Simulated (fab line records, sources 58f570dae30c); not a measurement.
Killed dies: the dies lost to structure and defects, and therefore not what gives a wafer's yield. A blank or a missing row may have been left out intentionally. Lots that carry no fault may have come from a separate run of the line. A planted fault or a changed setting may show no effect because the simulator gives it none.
Which of the tools did it? / flow berkeley cmos170 / 7 lots, 21 wafers sampled, at 2 steps of a route of 331

## WHAT EACH GAUGE READ, for each wafer
UCB170_M2_CD_MEAS_15 targets a cd of 700 nm.
lot=L895; measured=day 8 21:17; on=cd sem-02; cd nm (nm)=700.3 699.6 701.4
lot=L899; measured=day 9 20:22; on=cd sem-01; cd nm (nm)=699.4 699.9 700.3
lot=L898; measured=day 10 05:58; on=cd sem-01; cd nm (nm)=698.8 697.9 698.8
lot=L902; measured=day 10 20:30; on=cd sem-02; cd nm (nm)=700.0 700.8 700.0
lot=L910; measured=day 13 02:37; on=cd sem-02; cd nm (nm)=683.3 684.0 683.9
lot=L912; measured=day 13 06:17; on=cd sem-01; cd nm (nm)=697.6 696.7 697.9
lot=L917; measured=day 13 15:30; on=cd sem-01; cd nm (nm)=699.7 700.3 699.4

## TOOL THAT RAN EACH LOT (tool first, then ch and the chambers of the sampled wafers, then the start)
lot=L895; UCB170_M2_PEB_13=litho track-01 ch 0, day 8 21:01
lot=L899; UCB170_M2_PEB_13=litho track-04 ch 0, day 9 20:06
lot=L898; UCB170_M2_PEB_13=litho track-04 ch 0, day 10 05:42
lot=L902; UCB170_M2_PEB_13=litho track-04 ch 0, day 10 20:14
lot=L910; UCB170_M2_PEB_13=litho track-01 ch 0, day 13 02:20
lot=L912; UCB170_M2_PEB_13=litho track-04 ch 0, day 13 06:00
lot=L917; UCB170_M2_PEB_13=litho track-04 ch 0, day 13 15:13
- UCB170_M2_PEB_13

## THE ANSWER, worked out from the rows above alone
Rule: usual is defined by the lots themselves. The widest of any qualifying gaps counts: lots, ordered by their means at a reading, are off when they make up no more than a third of the lots, leave a main group of 4 or more, and stand apart from it by 3 or more times the standard deviation of that group's means. A main group whose means are all the same, to the digits that the tables above print for the reading, isn't used. Also off: a lot with no number at a reading for which 4 or more lots have one. Where the step has rows for the other lots, those lots are counted as sound.
Off at UCB170_M2_CD_MEAS_15 (cd nm): L910. The main group: mean 699.4 nm, standard deviation 1.1.
If a tool, at a process step before that reading, ran all the lots that are off and no sound lot after the first of them, it fits. Gauges at UCB170_M2_CD_MEAS_15: tried the same way as those tools. Can't be told from this: 2 tools fit, litho track-01 at UCB170_M2_PEB_13, cd sem-02 at UCB170_M2_CD_MEAS_15.

## WHAT THE SIMULATOR HAD PUT IN
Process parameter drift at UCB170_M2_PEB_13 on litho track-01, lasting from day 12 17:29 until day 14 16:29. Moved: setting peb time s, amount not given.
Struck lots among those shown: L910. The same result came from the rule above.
